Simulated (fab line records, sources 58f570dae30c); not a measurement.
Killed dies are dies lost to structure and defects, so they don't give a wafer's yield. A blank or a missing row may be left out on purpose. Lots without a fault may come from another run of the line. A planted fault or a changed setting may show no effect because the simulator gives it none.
Which tool did it? | flow berkeley_cmos170 | 14 lots, 42 wafers sampled, at 5 steps of a route of 331

WHAT THE GAUGES READ, wafer by wafer
UCB170_NWELL_TW_MEAS_16. Usual: NWELL_TW 1248, standard deviation 12.
lot  | measured    | on            | NWELL_TW       | flag
L399 | day 2 07:08 | film_metro-03 | 1263 1263 1262 |
L400 | day 2 19:11 | film_metro-01 | 1233 1246 1246 |
L401 | day 3 01:20 | film_metro-01 | 1244 1238 1241 |
L402 | day 3 05:56 | film_metro-02 | 1234 1238 1235 |
L403 | day 3 13:41 | film_metro-01 | 1238 1247 1246 |
L404 | day 3 14:25 | film_metro-01 | 1246 1235 1242 |
L407 | day 4 07:05 | film_metro-01 | 1231 1244 1243 |
L409 | day 4 12:24 | film_metro-01 | 1303 1301 1304 | OFF
L411 | day 5 05:28 | film_metro-03 | 1325 1330 1319 | OFF
L415 | day 5 19:34 | film_metro-01 | 1244 1245 1240 |
L417 | day 6 03:46 | film_metro-01 | 1243 1251 1236 |
L419 | day 6 18:43 | film_metro-03 | 1257 1258 1268 |
L420 | day 7 00:26 | film_metro-03 | 1265 1271 1266 |
L422 | day 7 11:55 | film_metro-02 | 1233 1236 1231 |

UCB170_M2_CD_MEAS_90: target cd 700 nm. Usual: cd_nm 700 nm, standard deviation 3.7.
lot  | measured     | on        | cd_nm (nm)  | flag
L399 | day 8 03:53  | cd_sem-02 | 707 702 697 |
L400 | day 8 18:26  | cd_sem-01 | 707 701 704 |
L401 | day 9 02:20  | cd_sem-02 | 703 698 698 |
L402 | day 9 07:31  | cd_sem-01 | 704 699 696 |
L403 | day 9 08:00  | cd_sem-01 | 695 701 698 |
L404 | day 9 06:48  | cd_sem-02 | 702 701 699 |
L407 | day 10 12:56 | cd_sem-02 | 698 700 707 |
L409 | day 10 13:20 | cd_sem-02 | 704 698 701 |
L411 | day 11 04:49 | cd_sem-01 | 696 701 693 |
L415 | day 11 15:42 | cd_sem-01 | 704 699 700 |
L417 | day 12 05:08 | cd_sem-02 | 704 699 702 |
L419 | day 12 21:55 | cd_sem-01 | 702 700 699 |
L420 | day 12 20:59 | cd_sem-02 | 702 700 701 |
L422 | day 13 14:48 | cd_sem-01 | 704 703 701 |

WHICH TOOL RAN EACH LOT (tool, then ch and the chambers of the sampled wafers, then the start)
lot  | UCB170_NWELL_IMPLANT_14        | UCB170_BACKSIDE_STRIP_03             | UCB170_CONTACT_ETCH_17
L399 | implanter-02 ch 0, day 2 06:53 | plasma_asher-01 ch 0,1, day 7 08:29  | rie_diel-03 ch 0,2, day 7 15:08
L400 | implanter-01 ch 0, day 2 18:56 | plasma_asher-03 ch 0,1, day 8 04:29  | rie_diel-03 ch 1,2,3, day 8 09:40
L401 | implanter-02 ch 0, day 3 01:05 | plasma_asher-02 ch 0,1, day 8 12:03  | rie_diel-04 ch 0,2,3, day 8 17:07
L402 | implanter-01 ch 0, day 3 05:41 | plasma_asher-01 ch 0,1, day 8 12:29  | rie_diel-02 ch 0,1,2, day 8 19:33
L403 | implanter-01 ch 0, day 3 13:26 | plasma_asher-02 ch 0,1, day 8 12:35  | rie_diel-03 ch 0,3, day 8 19:19
L404 | implanter-03 ch 0, day 3 14:10 | plasma_asher-03 ch 0,1, day 8 12:17  | rie_diel-04 ch 0,1,3, day 8 19:04
L407 | implanter-02 ch 0, day 4 06:51 | plasma_asher-01 ch 0,1, day 9 15:40  | rie_diel-02 ch 0,1, day 9 23:28
L409 | implanter-03 ch 0, day 4 12:11 | plasma_asher-01 ch 0,1, day 9 16:39  | rie_diel-04 ch 0,3, day 9 23:43
L411 | implanter-03 ch 0, day 5 05:13 | plasma_asher-01 ch 0,1, day 10 14:16 | rie_diel-04 ch 0,1,2, day 10 20:16
L415 | implanter-02 ch 0, day 5 19:20 | plasma_asher-02 ch 0,1, day 10 21:07 | rie_diel-02 ch 1,2,3, day 11 03:01
L417 | implanter-02 ch 0, day 6 03:31 | plasma_asher-02 ch 0,1, day 11 13:29 | rie_diel-03 ch 0,3, day 11 18:41
L419 | implanter-01 ch 0, day 6 18:28 | plasma_asher-03 ch 0,1, day 12 00:59 | rie_diel-03 ch 2,3, day 12 08:20
L420 | implanter-01 ch 0, day 7 00:13 | plasma_asher-03 ch 0,1, day 12 00:44 | rie_diel-02 ch 1,2,3, day 12 08:22
L422 | implanter-03 ch 0, day 7 11:42 | plasma_asher-02 ch 0,1, day 12 20:42 | rie_diel-02 ch 0,1,2, day 13 04:07
- UCB170_NWELL_IMPLANT_14
- UCB170_BACKSIDE_STRIP_03: strips in O2.
- UCB170_CONTACT_ETCH_17: etches BARC in N2/H2.

WHAT THE TOOLS THEMSELVES READ (means of the sampled wafers that have a number; where no wafer has one, the mark that the record gives instead)
UCB170_NWELL_IMPLANT_14. Usual: dose_ions_cm2 1.0001e+13, standard deviation 9.9e+09; faraday_current_uA 31.7, standard deviation 0.67.
lot  | tool         | dose_ions_cm2 | faraday_current_uA | flag
L399 | implanter-02 | 1.0003e+13    | 32.2               |
L400 | implanter-01 | 1.0010e+13    | 32.5               |
L401 | implanter-02 | 9.9987e+12    | 31.6               |
L402 | implanter-01 | 9.9923e+12    | 32.5               |
L403 | implanter-01 | 9.9977e+12    | 31.9               |
L404 | implanter-03 | 1.0006e+13    | 31.7               |
L407 | implanter-02 | 1.0008e+13    | 32.0               |
L409 | implanter-03 | 1.1604e+13    | 36.8               | OFF
L411 | implanter-03 | 1.1604e+13    | 36.9               | OFF
L415 | implanter-02 | 9.9943e+12    | 31.6               |
L417 | implanter-02 | 9.9960e+12    | 31.3               |
L419 | implanter-01 | 1.0005e+13    | 31.2               |
L420 | implanter-01 | 9.9890e+12    | 31.9               |
L422 | implanter-03 | 9.9957e+12    | 31.6               |

UCB170_BACKSIDE_STRIP_03. Usual: drypump_motor_current_A 6.0 A, standard deviation 0.34; o2_flow_sccm 400.1 sccm, standard deviation 1.1; oes_product_au 0.734 a.u., standard deviation 0.0042; strip_time_to_endpoint_s 21.99 s, standard deviation 0.061.
lot  | tool            | drypump_motor_current_A (A) | o2_flow_sccm (sccm) | oes_product_au (a.u.) | strip_time_to_endpoint_s (s) | flag
L399 | plasma_asher-01 | 6.1                         | 399.0               | 0.731                 | 21.87                        |
L400 | plasma_asher-03 | 5.6                         | 400.5               | 0.733                 | 21.96                        |
L401 | plasma_asher-02 | 6.3                         | 399.9               | 0.734                 | 22.06                        |
L402 | plasma_asher-01 | 6.1                         | 400.0               | 0.731                 | 21.92                        |
L403 | plasma_asher-02 | 6.3                         | 399.6               | 0.737                 | 21.93                        |
L404 | plasma_asher-03 | 5.6                         | 400.3               | 0.736                 | 21.97                        |
L407 | plasma_asher-01 | 6.1                         | 399.6               | 0.734                 | 22.00                        |
L409 | plasma_asher-01 | 6.1                         | 399.8               | 0.738                 | 22.09                        |
L411 | plasma_asher-01 | 6.1                         | 400.0               | 0.738                 | 21.98                        |
L415 | plasma_asher-02 | 6.3                         | 399.5               | 0.732                 | 22.01                        |
L417 | plasma_asher-02 | 6.3                         | 400.1               | 0.734                 | 22.04                        |
L419 | plasma_asher-03 | 5.5                         | 400.8               | 0.728                 | 22.00                        |
L420 | plasma_asher-03 | 5.6                         | 399.5               | 0.732                 | 22.06                        |
L422 | plasma_asher-02 | 6.3                         | 400.4               | 0.732                 | 22.00                        |

UCB170_CONTACT_ETCH_17. Usual: drypump_motor_current_A 5.60 A, standard deviation 0.27; oes_product_au 1.013 a.u., standard deviation 0.026; throttle_valve_pct 13.24 %, standard deviation 0.22.
lot  | tool        | drypump_motor_current_A (A) | oes_product_au (a.u.) | throttle_valve_pct (%) | flag
L399 | rie_diel-03 | 5.68                        | 1.000                 | 13.36                  |
L400 | rie_diel-03 | 5.61                        | 1.034                 | 13.31                  |
L401 | rie_diel-04 | 5.27                        | 1.011                 | 13.32                  |
L402 | rie_diel-02 | 5.74                        | 1.010                 | 13.15                  |
L403 | rie_diel-03 | 5.60                        | 1.044                 | 12.92                  |
L404 | rie_diel-04 | 5.48                        | 0.986                 | 13.30                  |
L407 | rie_diel-02 | 5.81                        | 1.013                 | 13.09                  |
L409 | rie_diel-04 | 5.30                        | 1.015                 | 13.28                  |
L411 | rie_diel-04 | 5.42                        | 0.981                 | 13.31                  |
L415 | rie_diel-02 | 5.82                        | 1.015                 | 13.15                  |
L417 | rie_diel-03 | 5.47                        | 1.014                 | 13.05                  |
L419 | rie_diel-03 | 5.84                        | 1.020                 | 13.24                  |
L420 | rie_diel-02 | 5.84                        | 1.007                 | 13.18                  |
L422 | rie_diel-02 | 5.73                        | 1.019                 | 13.16                  |

THE ANSWER, worked out from the rows above alone
Rule: a lot is off if the mean of its wafers that have a number lies more than 3 standard deviations from the usual mean. A lot without any number at a reading at which 4 lots or more have one is off too. The other lots that the step has rows for count as sound. The gauges are gone through in route order, then the tools' own readings, and for those a lot's mean is taken as printed above. The first step at which some lot is off is used, and at that step the reading that is off furthest; a lot without a number counts as furthest.
Off: L409, L411, at UCB170_NWELL_TW_MEAS_16 (NWELL_TW).
A tool fits if, at a process step before that reading, it ran every lot that is off, and no sound lot after the first of them. The gauges at UCB170_NWELL_TW_MEAS_16 aren't tried: what is off there is off at UCB170_NWELL_IMPLANT_14 too, on other tools, and a gauge's error can't cause that. None of those tried fits.

WHAT THE SIMULATOR HAD PUT IN
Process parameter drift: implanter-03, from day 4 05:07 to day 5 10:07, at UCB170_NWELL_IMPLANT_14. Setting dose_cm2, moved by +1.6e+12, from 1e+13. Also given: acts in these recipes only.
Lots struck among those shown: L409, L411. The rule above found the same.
